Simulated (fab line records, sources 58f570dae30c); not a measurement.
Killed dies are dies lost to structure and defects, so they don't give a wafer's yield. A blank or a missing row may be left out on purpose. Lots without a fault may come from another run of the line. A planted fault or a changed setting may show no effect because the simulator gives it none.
Chamber matching | flow berkeley_cmos170 | UCB170_NWELL_ETCH_13 on rie_diel-02: 4 sister chambers
The step etches Si3N4 in CH3F/Ar/O2, stops on SiO2, target depth 246.4 nm, time 154 s. 4 wafers are shown with their chamber, then 8 later ones without.

WAFERS WITH THEIR CHAMBER
wafer  | chamber | throttle_valve_pct (%)
L086.4 | 0       | 8.08
L089.2 | 1       | 8.06
L089.5 | 2       | 8.16
L090.1 | 3       | 8.13

WAFERS WITHOUT THEIR CHAMBER
wafer  | throttle_valve_pct (%)
L090.2 | 8.17
L090.3 | 8.07
L096.2 | 8.11
L096.3 | 8.17
L096.4 | 8.13
L097.4 | 8.16
L097.5 | 8.17
L097.6 | 8.14

WHICH CHAMBER EACH WENT THROUGH
wafer  | from the rows above     | in truth
L090.2 | 2                       | 2
L090.3 | can't be placed: 0 or 1 | 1
L096.2 | can't be placed: 3 or 0 | 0
L096.3 | 2                       | 2
L096.4 | 3                       | 3
L097.4 | 2                       | 2
L097.5 | 2                       | 2
L097.6 | can't be placed: 3 or 2 | 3
Placed correctly: 5 of 8. Can't be placed from these rows: 3 (the true chamber is among the candidates in 3). Placed wrongly: 0.
How it was worked out, from the rows above alone: a wafer's distance from a chamber is the root of the sum, over the readings, of the square of ((its reading less the chamber's mean) divided by the reading's scatter). The wafer belongs to the nearest chamber; if the next one is less than 2 further off, it can't be placed. A chamber's mean is the mean of its shown wafers. The scatter: with one shown wafer a chamber, the root of the mean of the squares of how far each hidden wafer lies from its nearest shown one.
